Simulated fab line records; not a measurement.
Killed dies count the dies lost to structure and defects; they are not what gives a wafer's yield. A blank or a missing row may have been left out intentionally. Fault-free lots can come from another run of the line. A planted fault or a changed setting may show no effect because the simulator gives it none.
Split-lot study | flow rit cmos | 12 wafers read from 4 lots, route of 202 steps

SPLIT DETAILS
At RIT_NLDD_SOFTBAKE_02 (time 60 s), the setting time s was moved away from the recipe's 60 s on 3 of the 12 wafers read, by +10.9% to +13.0%. The other wafers ran this setting at the recipe's value.

FROM THE SPLIT TO THE READING: what the file shows between them, 17 steps
- RIT_PLDD_IMPLANT_08 (also split here: dose cm2)
- RIT_PLDD_STRIP_09: strips in O2, time 180 s
- RIT_PLDD_TW_MEAS_10
- RIT_SPACER_CLEAN_00: cleans in SC1, time 600 s
- RIT_SPACER_CVD_03: deposits Si3N4 from SiH2Cl2/NH3, target thk 250 nm, time 3300 s (also split here: pressure mtorr)
- RIT_SPACER_THK_MEAS_04
- RIT_SPACER_ETCHBACK_05: etches Si3N4 in SF6/CHF3, stops on SiO2, target depth 250 nm, time 240 s (also split here: time s)
- RIT_PSD_IMPLANT_08 (also split here: dose cm2)
- RIT_SDANNEAL_RTA_03: time 5 s (also split here: time s)
- RIT_SDANNEAL_RS_MEAS_06: measures by four-point-probe
- RIT_SILICIDE_SPUTTER_01: material Ti, target thk 30 nm, time 240 s (also split here: chamber pressure pa)
- RIT_SILICIDE_RS_MEAS_02: measures by four-point-probe
- RIT_M1_EXPOSE_06: exposes mask M12, target cd 2600 nm (also split here: dose mj)
- RIT_M1_PEB_07
- RIT_M1_DEVELOP_08: develop time 68 s
- RIT_M1_CD_MEAS_09: target cd 2600 nm
- RIT_M1_METAL_ETCH_12: etches Al in Cl2/BCl3, stops on SiO2, time 165 s, target depth 600 nm (also split here: rf w)

THE READING
etest.nmos_0p15.r on ohm um (the simulator's own value, which no gauge read), at RIT_M1_PROBE_99. The file does not state a usual value for it. Across the 9 wafers here that went through the recipe, the average is 1375.1 and the standard deviation 6.8e+02.

wafer  | tool, chamber at the split | time s as run, s | against the recipe | etest.nmos_0p15.r on ohm um | against lot-mates on the recipe
L074.1 | litho track-04, 0          | 60               | recipe             | 1112                        | -
L074.2 | litho track-04, 0          | 60               | recipe             | 1108                        | -
L074.5 | litho track-04, 0          | 60               | recipe             | 1081                        | -
L075.2 | litho track-02, 0          | 60               | recipe             | 1349                        | -
L075.5 | litho track-02, 0          | 66.56            | +10.9%             | 1266                        | -72.5
L075.6 | litho track-02, 0          | 60               | recipe             | 1328                        | -
L080.1 | litho track-04, 0          | 60               | recipe             | 1062                        | -
L080.2 | litho track-04, 0          | 67.82            | +13.0%             | 987.9                       | -57.1
L080.4 | litho track-04, 0          | 60               | recipe             | 1043                        | -
L080.5 | litho track-04, 0          | 60               | recipe             | 1030                        | -
L080.6 | litho track-04, 0          | 67.82            | +13.0%             | 943                         | -102.0
L085.4 | litho track-04, 0          | 60               | recipe             | 3263                        | -

FIT RESULTS
A straight line over all 12 wafers: etest.nmos_0p15.r on ohm um changes by -26.1 for each +1% of time s; r = -0.23; the points scatter about the line by 6.5e+02.
The same after taking each lot's own level away (the mean of its wafers on the recipe; 12 wafers): -6.23 for each +1%; r = -0.92; scatter 15.
Per that fit: largest time s move, reading shift of 81.
Measured against the standard deviation above, the lots' own levels, which go from 1045.00 to 3263.00, span 3.3 times it.
So the lot-to-lot level blurs the effect unless lot-mates are compared.
Check: with one of the wafers moved furthest among these (+13.0%) left out of the fit, the line predicts -95.6 for it against its lot-mates. It came out at -57.1 against them.

OTHER SPLITS APPLIED TO THESE WAFERS
Note: prior to the reading, these wafers also went through further splits. Each is held against what the fit with the lots' levels taken away leaves over:
other split on the same wafers              | wafers away from the commonest value | r with etest.nmos_0p15.r on ohm um (lot level and that fit taken away)
RIT_REOX_OXIDATION_03 temp c                | 7                                    | -0.06
RIT_PLDD_IMPLANT_08 dose cm2                | 4                                    | +0.13
RIT_SPACER_CVD_03 pressure mtorr            | 7                                    | +0.05
RIT_SPACER_ETCHBACK_05 time s               | 4                                    | -0.02
RIT_PSD_IMPLANT_08 dose cm2                 | 5                                    | -0.18
RIT_SDANNEAL_RTA_03 time s                  | 3                                    | +0.54
RIT_SILICIDE_SPUTTER_01 chamber pressure pa | 7                                    | +0.06
RIT_M1_EXPOSE_06 dose mj                    | 3                                    | +0.16
RIT_M1_METAL_ETCH_12 rf w                   | 4                                    | -0.17

THE FILE'S OWN FIT
etest.nmos_0p15.r on ohm um changes by -6.24 for each +1% of time s, r = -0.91.
